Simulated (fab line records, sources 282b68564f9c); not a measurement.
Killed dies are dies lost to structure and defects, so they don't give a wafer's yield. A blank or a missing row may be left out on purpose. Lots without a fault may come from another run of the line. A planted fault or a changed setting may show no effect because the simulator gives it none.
fab line records | flow rit_cmos
record lots=15 wafers=45 last_day=7
route steps=202 shown CONTACT@182 M1@202
lots that met no fault: from a run of the same line without faults
start_h: hours from the record's first day to the start of the lot's first wafer shown | wait_h: hours since the lot's step before | " the same as in the row above | L1.1+2: a row that stands for several wafers | - no value, or no start given | * or withheld: withheld | < > ~ a bound
route shown NAME@n: a module of which the file shows steps, and the number in the route of the first | usual: mean/standard deviation of fault-free wafers | same: alike in all rows | chamber/n: place in a boat | sites: the reading at each site | _std_site: their standard deviation | _edge_site: outer sites' mean less inner sites' | radius_mm: how far each site lies from the wafer's centre | mask NAME#n: copy n | behind: the tool/chamber that last shaped the wafer | hold: why the lot was held/for how many hours/how that ended | device: the transistor (n, p or np) that didn't switch | end of line: the same wafers' tests at the end of the route | a step without rows: its recipe alone | killed: dies lost to structure and defects at the first sort, not the wafer's yield | map: a wafer's dies, x killed, . not, _ none there
set.NAME: the setting as run; set.NAME@STEP: as run at that earlier step | model.NAME: the simulator's own value behind a step, which no gauge read
steps of the route over a sample of lots; a table a step, a row a wafer
## steps
# step RIT_CONTACT_CLEAN_13
# recipe chemistry=SC1 mix=3:3:50 time_s=600 temp_c=75
# usual run_length_s=627/3.2
# columns lot.wafer tool chamber start_h wait_h run_length_s
L317.2 wet_bench-02 3 52.59 0.1 627
L317.3 " 3 " " 627
L317.4 " 3 " " 627
L319.3 wet_bench-02 1 65.55 0.1 626
L319.4 " 1 " " 626
L319.6 " 1 " " 626
L321.1 wet_bench-02 2 72.62 0.1 721
L321.3 " 2 " " 721
L321.4 " 2 " " 721
L322.1 wet_bench-01 2 82.36 0.1 625
L322.2 " 2 " " 625
L322.3 " 2 " " 625
L323.2 wet_bench-02 0 83.76 0.1 722
L323.3 " 0 " " 722
L323.6 " 0 " " 722
L324.1 wet_bench-02 1 87.82 0.1 730
L324.2 " 1 " " 730
L324.3 " 1 " " 730
L326.2 wet_bench-01 1 96.64 0.1 626
L326.4 " 1 " " 626
L326.6 " 1 " " 626
L331.1 wet_bench-03 1 128.05 0.1 623
L331.4 " 1 " " 623
L331.5 " 1 " " 623
L333.3 wet_bench-03 1 135.39 0.1 624
L333.4 " 1 " " 624
L333.6 " 1 " " 624
L334.1 wet_bench-02 3 141.74 0.1 625
L334.3 " 3 " " 625
L334.5 " 3 " " 625
L335.3 wet_bench-01 0 145.55 0.1 635
L335.4 " 0 " " 635
L335.6 " 0 " " 635
L336.1 wet_bench-02 1 150.14 0.1 626
L336.2 " 1 " " 626
L336.6 " 1 " " 626
L337.3 wet_bench-02 0 156.18 0.1 627
L337.4 " 0 " " 627
L337.6 " 0 " " 627
L338.3 wet_bench-01 3 159.65 0.1 625
L338.5 " 3 " " 625
L338.6 " 3 " " 625
L340.1 wet_bench-03 0 170.63 0.1 629
L340.3 " 0 " " 629
L340.4 " 0 " " 629
# step RIT_M1_PROBE_99
# usual killed_at_contacts=0.1/0.31 killed_at_front_end=7/3.3 killed_dies=7/3.3 killed_open=3.4/2.2 killed_short=3.5/2
# same gross_dies=264 killed_at_M0_to_M3=0 killed_at_M4_up=0 killed_at_back_side=0 killed_at_other=0
# columns lot.wafer tool chamber start_h wait_h killed_at_contacts killed_at_front_end killed_dies killed_open killed_short
L317.2 prober-02 - 57.01 0.1 0 7 7 5 2
L317.3 prober-02 - 57.06 0.2 0 2 2 2 0
L317.4 prober-02 - 57.11 0.2 0 7 7 3 4
L319.3 prober-02 - 73.52 0.2 0 7 7 2 5
L319.4 prober-02 - 73.57 0.2 0 9 9 5 4
L319.6 prober-02 - 73.67 0.2 0 8 8 2 6
L321.1 prober-01 - 77.11 0.1 0 4 4 3 1
L321.3 prober-01 - 77.21 0.2 0 8 8 2 6
L321.4 prober-01 - 77.26 0.2 0 5 5 2 3
L322.1 prober-02 - 86.74 0.1 0 11 11 6 5
L322.2 prober-02 - 86.79 0.1 0 5 5 3 2
L322.3 prober-02 - 86.84 0.2 0 9 9 1 8
L323.2 prober-01 - 88.30 0.1 0 3 3 3 0
L323.3 prober-01 - 88.35 0.2 0 13 13 8 5
L323.6 prober-01 - 88.50 0.2 0 6 6 5 1
L324.1 prober-02 - 92.36 0.1 0 5 5 4 1
L324.2 prober-02 - 92.41 0.1 0 10 10 3 7
L324.3 prober-02 - 92.46 0.2 0 10 10 1 9
L326.2 prober-02 - 106.61 0.1 0 16 16 11 5
L326.4 prober-02 - 106.71 0.2 1 9 10 3 7
L326.6 prober-02 - 106.81 0.2 0 8 8 3 5
L331.1 prober-01 - 132.41 0.1 0 4 4 2 2
L331.4 prober-01 - 132.56 0.2 0 6 6 6 0
L331.5 prober-01 - 132.61 0.2 0 3 3 2 1
L333.3 prober-01 - 140.20 0.2 0 6 6 5 1
L333.4 prober-01 - 140.25 0.2 0 3 3 1 2
L333.6 prober-01 - 140.35 0.2 0 4 4 3 1
L334.1 prober-02 - 148.34 0.1 0 6 6 3 3
L334.3 prober-02 - 148.44 0.2 0 4 4 2 2
L334.5 prober-02 - 148.54 0.2 0 6 6 4 2
L335.3 prober-01 - 150.04 0.2 0 9 9 4 5
L335.4 prober-01 - 150.09 0.2 0 1 1 1 0
L335.6 prober-01 - 150.19 0.2 0 6 6 3 3
L336.1 prober-02 - 155.64 0.1 0 5 5 1 4
L336.2 prober-02 - 155.69 0.1 0 3 3 0 3
L336.6 prober-02 - 155.89 0.2 0 6 6 3 3
L337.3 prober-01 - 160.79 0.2 0 5 5 2 3
L337.4 prober-01 - 160.84 0.2 0 8 8 4 4
L337.6 prober-01 - 160.94 0.2 1 7 8 4 4
L338.3 prober-02 - 164.33 0.2 0 8 8 3 5
L338.5 prober-02 - 164.43 0.2 0 6 6 3 3
L338.6 prober-02 - 164.48 0.2 0 4 4 1 3
L340.1 prober-02 - 175.63 0.1 0 3 3 1 2
L340.3 prober-02 - 175.73 0.2 0 7 7 2 5
L340.4 prober-02 - 175.78 0.2 0 8 8 3 5
# killed by level:class
L317.2 SPACER:geometric_particle:open=3 GATE:geometric_particle:short=2 FOX2:geometric_particle:open=1 GATE:geometric_particle:open=1
L317.3 FOX2:geometric_particle:open=1 GATE:geometric_particle:open=1
L317.4 FOX2:geometric_particle:open=1 GATE:geometric_particle:short=1 REOX:geometric_particle:short=1 SPACER:geometric_particle:open=1 SPACER:geometric_particle:short=1 SILICIDE:geometric_particle:short=1 SILICIDE:geometric_particle:open=1
L319.3 FOX1:geometric_particle:short=2 FOX2:geometric_particle:short=2 REOX:geometric_particle:open=1 SPACER:geometric_particle:open=1 SILICIDE:geometric_particle:short=1
L319.4 FOX2:geometric_particle:short=2 GATE:geometric_particle:open=2 SILICIDE:geometric_particle:open=2 FOX1:geometric_particle:short=1 REOX:geometric_particle:open=1 SILICIDE:geometric_particle:short=1
L319.6 GATE:geometric_particle:short=4 ACTIVE:geometric_particle:short=1 REOX:geometric_particle:open=1 SPACER:geometric_particle:short=1 SILICIDE:geometric_particle:open=1
L321.1 FOX1:geometric_particle:open=1 FOX2:geometric_particle:short=1 GATE:geometric_particle:open=1 SPACER:geometric_particle:open=1
L321.3 SPACER:geometric_particle:short=2 FOX1:geometric_particle:short=1 FOX2:geometric_particle:open=1 FOX2:geometric_particle:short=1 GATE:geometric_particle:short=1 GATE:geometric_particle:open=1 REOX:geometric_particle:short=1
L321.4 GATE:geometric_particle:short=2 FOX2:geometric_particle:open=1 REOX:geometric_particle:short=1 REOX:geometric_particle:open=1
L322.1 GATE:geometric_particle:open=5 GATE:geometric_particle:short=3 REOX:geometric_particle:short=1 SILICIDE:geometric_particle:short=1 SILICIDE:geometric_particle:open=1
L322.2 GATE:geometric_particle:open=3 ACTIVE:geometric_particle:short=1 SPACER:geometric_particle:short=1
L322.3 SPACER:geometric_particle:short=4 GATE:geometric_particle:short=3 FOX1:geometric_particle:short=1 SILICIDE:geometric_particle:open=1
L323.2 GATE:geometric_particle:open=2 FOX2:geometric_particle:open=1
L323.3 GATE:geometric_particle:open=4 REOX:geometric_particle:open=4 REOX:geometric_particle:short=2 GATE:geometric_particle:short=1 SPACER:geometric_particle:short=1 SILICIDE:geometric_particle:short=1
L323.6 GATE:geometric_particle:open=2 FOX1:geometric_particle:open=1 GATE:geometric_particle:short=1 REOX:geometric_particle:open=1 SPACER:geometric_particle:open=1
L324.1 GATE:geometric_particle:open=2 FOX2:geometric_particle:open=1 GATE:geometric_particle:short=1 SILICIDE:geometric_particle:open=1
L324.2 FOX1:geometric_particle:short=2 GATE:geometric_particle:short=2 GATE:geometric_particle:open=2 REOX:geometric_particle:short=1 SPACER:geometric_particle:short=1 SPACER:geometric_particle:open=1 SILICIDE:geometric_particle:short=1
L324.3 GATE:geometric_particle:short=3 FOX1:geometric_particle:short=2 SILICIDE:geometric_particle:short=2 REOX:geometric_particle:short=1 SPACER:geometric_particle:short=1 SILICIDE:geometric_particle:open=1
L326.2 REOX:geometric_particle:open=4 FOX1:geometric_particle:open=3 FOX1:geometric_particle:short=2 GATE:geometric_particle:short=2 GATE:geometric_particle:open=2 SPACER:geometric_particle:open=2 FOX2:geometric_particle:short=1
L326.4 GATE:geometric_particle:open=2 SILICIDE:geometric_particle:short=2 FOX1:geometric_particle:open=1 FOX1:geometric_particle:short=1 GATE:geometric_particle:short=1 REOX:geometric_particle:short=1 SPACER:geometric_particle:short=1 CONTACT:geometric_particle:short=1
L326.6 REOX:geometric_particle:short=3 GATE:geometric_particle:open=2 FOX2:geometric_particle:short=1 GATE:geometric_particle:short=1 REOX:geometric_particle:open=1
L331.1 GATE:geometric_particle:open=2 GATE:geometric_particle:short=1 REOX:geometric_particle:short=1
L331.4 FOX1:geometric_particle:open=3 SPACER:geometric_particle:open=2 GATE:geometric_particle:open=1
L331.5 GATE:geometric_particle:open=1 SPACER:geometric_particle:short=1 SPACER:geometric_particle:open=1
L333.3 FOX1:geometric_particle:open=2 REOX:geometric_particle:open=2 FOX2:geometric_particle:open=1 SILICIDE:geometric_particle:short=1
L333.4 SILICIDE:geometric_particle:short=2 SILICIDE:geometric_particle:open=1
L333.6 FOX1:geometric_particle:short=1 REOX:geometric_particle:open=1 SPACER:geometric_particle:open=1 SILICIDE:geometric_particle:open=1
L334.1 GATE:geometric_particle:short=3 FOX1:geometric_particle:open=1 GATE:geometric_particle:open=1 REOX:geometric_particle:open=1
L334.3 FOX1:geometric_particle:short=1 FOX1:geometric_particle:open=1 GATE:geometric_particle:short=1 REOX:geometric_particle:open=1
L334.5 GATE:geometric_particle:short=2 SILICIDE:geometric_particle:open=2 GATE:geometric_particle:open=1 SPACER:geometric_particle:open=1
L335.3 GATE:geometric_particle:open=3 SPACER:geometric_particle:short=2 SILICIDE:geometric_particle:short=2 GATE:geometric_particle:short=1 REOX:geometric_particle:open=1
L335.4 GATE:geometric_particle:open=1
L335.6 GATE:geometric_particle:short=2 FOX1:geometric_particle:short=1 GATE:geometric_particle:open=1 SPACER:geometric_particle:open=1 SILICIDE:geometric_particle:open=1
L336.1 GATE:geometric_particle:short=2 FOX1:geometric_particle:short=1 GATE:geometric_particle:open=1 SILICIDE:geometric_particle:short=1
L336.2 GATE:geometric_particle:short=2 SILICIDE:geometric_particle:short=1
L336.6 REOX:geometric_particle:open=2 SILICIDE:geometric_particle:short=2 FOX2:geometric_particle:short=1 GATE:geometric_particle:open=1
L337.3 REOX:geometric_particle:short=2 FOX1:geometric_particle:open=1 GATE:geometric_particle:open=1 GATE:geometric_particle:short=1
L337.4 GATE:geometric_particle:open=2 FOX1:geometric_particle:short=1 FOX2:geometric_particle:open=1 GATE:geometric_particle:short=1 REOX:geometric_particle:short=1 REOX:geometric_particle:open=1 SPACER:geometric_particle:short=1
L337.6 FOX1:geometric_particle:short=2 GATE:geometric_particle:short=2 FOX1:geometric_particle:open=1 GATE:geometric_particle:open=1 REOX:geometric_particle:open=1 CONTACT:geometric_particle:open=1
L338.3 REOX:geometric_particle:short=3 GATE:geometric_particle:open=1 GATE:geometric_particle:short=1 REOX:geometric_particle:open=1 SPACER:geometric_particle:short=1 SPACER:geometric_particle:open=1
L338.5 FOX1:geometric_particle:short=2 FOX2:geometric_particle:open=2 GATE:geometric_particle:short=1 REOX:geometric_particle:open=1
L338.6 SPACER:geometric_particle:short=3 REOX:geometric_particle:open=1
L340.1 SILICIDE:geometric_particle:short=2 SILICIDE:geometric_particle:open=1
L340.3 GATE:geometric_particle:short=3 REOX:geometric_particle:short=2 FOX2:geometric_particle:open=1 REOX:geometric_particle:open=1
L340.4 SILICIDE:geometric_particle:short=2 FOX2:geometric_particle:open=1 GATE:geometric_particle:open=1 GATE:geometric_particle:short=1 REOX:geometric_particle:short=1 SPACER:geometric_particle:open=1 SPACER:geometric_particle:short=1
## key
first_sign step=RIT_CONTACT_CLEAN_13 reading=run_length_s direction=up sigmas=31 usual=* struck=*
effect none on later readings
met_at RIT_CONTACT_CLEAN_13
struck_lots L321,L323,L324
tester_left_out L321,L323,L324
onset_between 65.55 72.62
fault kind=process_parameter_drift tool=wet_bench-02 chamber=- onset_h=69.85 steps=RIT_CONTACT_CLEAN_13 channel=time_s offset=* shape=step end_h=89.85 acts_in=* stated=*
# tester_left_out: of these lots the tester's yield and bins aren't shown, on N5 and GAA mostly nor the transistor test; their killed dies are dies lost to structure and defects alone, not to doping, threshold or leakage, so they don't give the yield
